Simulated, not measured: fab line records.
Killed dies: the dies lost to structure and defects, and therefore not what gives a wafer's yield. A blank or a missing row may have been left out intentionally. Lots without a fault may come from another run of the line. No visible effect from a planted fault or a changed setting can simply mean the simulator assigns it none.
Split-lot trial -- flow rit_cmos -- 23 wafers read from 5 lots, route of 202 steps

== THE SPLIT ==
At RIT_GATE_EXPOSE_13 (exposes mask M6, target cd 150 nm), the setting dose_mj was moved away from the recipe's 380 on 6 of the 23 wafers read, by +6.0% to +7.4%. For the rest of the wafers, this setting stayed at what the recipe calls for.

== FROM THE SPLIT TO THE READING: what the file shows between them, 5 steps ==
- RIT_GATE_PEB_14
- RIT_GATE_DEVELOP_15: develop time 50 s
- RIT_GATE_CD_MEAS_16: target cd 150 nm
- RIT_GATE_ETCH_19: etches poly-Si in SF6/CHF3/O2, stops on SiO2, time 165 s, target depth 312.5 nm (also split here: time_s)
- RIT_GATE_STRIP_20: strips in O2, time 180 s

== THE READING ==
Shown in nm: cd_nm at RIT_GATE_CD_MEAS_90, with target cd 150 nm. Fault-free wafers of this fab line usually give 150.0 nm, standard deviation 1.8 nm.

wafer,"tool, chamber at the split",dose_mj as run,against the recipe,"cd_nm, nm",against lot-mates on the recipe
L076.1,"iline_stepper-02, 0",408,+7.4%,115.7,-35.0
L076.2,"iline_stepper-02, 0",408,+7.4%,115.2,-35.5
L076.3,"iline_stepper-02, 0",380,recipe,151.3,-
L076.4,"iline_stepper-02, 0",380,recipe,150.2,-
L076.6,"iline_stepper-02, 0",408,+7.4%,115.2,-35.5
L079.1,"iline_stepper-02, 0",402.8,+6.0%,122.7,-30.4
L079.3,"iline_stepper-02, 0",380,recipe,153.8,-
L079.4,"iline_stepper-02, 0",402.8,+6.0%,121.6,-31.5
L079.5,"iline_stepper-02, 0",380,recipe,152.4,-
L079.6,"iline_stepper-02, 0",402.8,+6.0%,121.2,-31.9
L080.1,"iline_stepper-01, 0",380,recipe,148.6,-
L080.2,"iline_stepper-01, 0",380,recipe,149.8,-
L080.6,"iline_stepper-01, 0",380,recipe,150.8,-
L082.1,"iline_stepper-02, 0",380,recipe,151.5,-
L082.2,"iline_stepper-02, 0",380,recipe,152.3,-
L082.3,"iline_stepper-02, 0",380,recipe,150.5,-
L082.4,"iline_stepper-02, 0",380,recipe,152.3,-
L082.6,"iline_stepper-02, 0",380,recipe,152.7,-
L085.1,"iline_stepper-02, 0",380,recipe,151.5,-
L085.2,"iline_stepper-02, 0",380,recipe,151.6,-
L085.3,"iline_stepper-02, 0",380,recipe,150.6,-
L085.4,"iline_stepper-02, 0",380,recipe,150.3,-
L085.6,"iline_stepper-02, 0",380,recipe,149.9,-

THE FIT
A straight line over all 23 wafers: cd_nm changes by -4.87 nm for each +1% of dose_mj; r = -1.00; the points scatter about the line by 1.2 nm.
The same after taking each lot's own level away (the mean of its wafers on the recipe; 23 wafers): -4.96 nm for each +1%; r = -1.00; scatter 1 nm.
On that fit, the largest move of dose_mj shifts the reading by 37 nm.
The lots' own levels span 149.73 to 153.10 nm, that is 1.9 times the standard deviation above.
The two slopes agree, so the slope changes little with the lot-to-lot level.
Check: for one of the wafers moved furthest among these (+7.4%), held out of the fit, the line's prediction against its lot-mates is -37 nm. Against them it came out at -35 nm.

== OTHER SPLITS APPLIED TO THESE WAFERS ==
Note: prior to the reading, these wafers also went through further splits. Each is held against what the fit with the lots' levels taken away leaves over:
other split on the same wafers,wafers away from the commonest value,r with cd_nm (lot level and that fit taken away)
RIT_ACTIVE_COAT_06 resist_thk_nm,8,+0.25
RIT_ACTIVE_HARDBAKE_12 temp_c,9,+0.40
RIT_NWELL_IMPLANT_08 dose_cm2,9,+0.03
RIT_PRETRO_SOFTBAKE_02 temp_c,8,-0.20
RIT_PRETRO_DEVELOP_05 develop_time_s,9,+0.14
RIT_GATE_ETCH_19 time_s,9,+0.04

== THE WHOLE CHAIN: every reading that the file lists as answering this split, in the file's order ==
step,what it does,reading,change (the file's fit),r (the file's)
RIT_GATE_CD_MEAS_16,target cd 150 nm,cd_nm,-4.98 nm for each +1% of the setting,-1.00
RIT_GATE_ETCH_19,"etches poly-Si in SF6/CHF3/O2, stops on SiO2, time 165 s, target depth 312.5 nm","GATE.cd_nm (the simulator's own value, which no gauge read)",-4.95 nm for each +1% of the setting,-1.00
RIT_GATE_CD_MEAS_90,target cd 150 nm,cd_nm,-4.96 nm for each +1% of the setting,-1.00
RIT_M1_PROBE_99,,"etest.pmos_0p15.r_on_ohm_um (the simulator's own value, which no gauge read)",-113 for each +1% of the setting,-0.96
RIT_M1_PROBE_99,,"etest.pmos_turned.r_on_ohm_um (the simulator's own value, which no gauge read)",-113 for each +1% of the setting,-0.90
RIT_M1_PROBE_99,,"etest.nmos_0p15.r_on_ohm_um (the simulator's own value, which no gauge read)",-36.7 for each +1% of the setting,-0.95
RIT_M1_PROBE_99,,"etest.nmos_0p15.drive_ua_um (the simulator's own value, which no gauge read)",+27.1 for each +1% of the setting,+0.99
RIT_M1_PROBE_99,,"etest.pmos_0p15.drive_ua_um (the simulator's own value, which no gauge read)",+17.1 for each +1% of the setting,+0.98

== THE FILE'S OWN FIT ==
cd_nm changes by -4.96 nm for each +1% of dose_mj, r = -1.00.
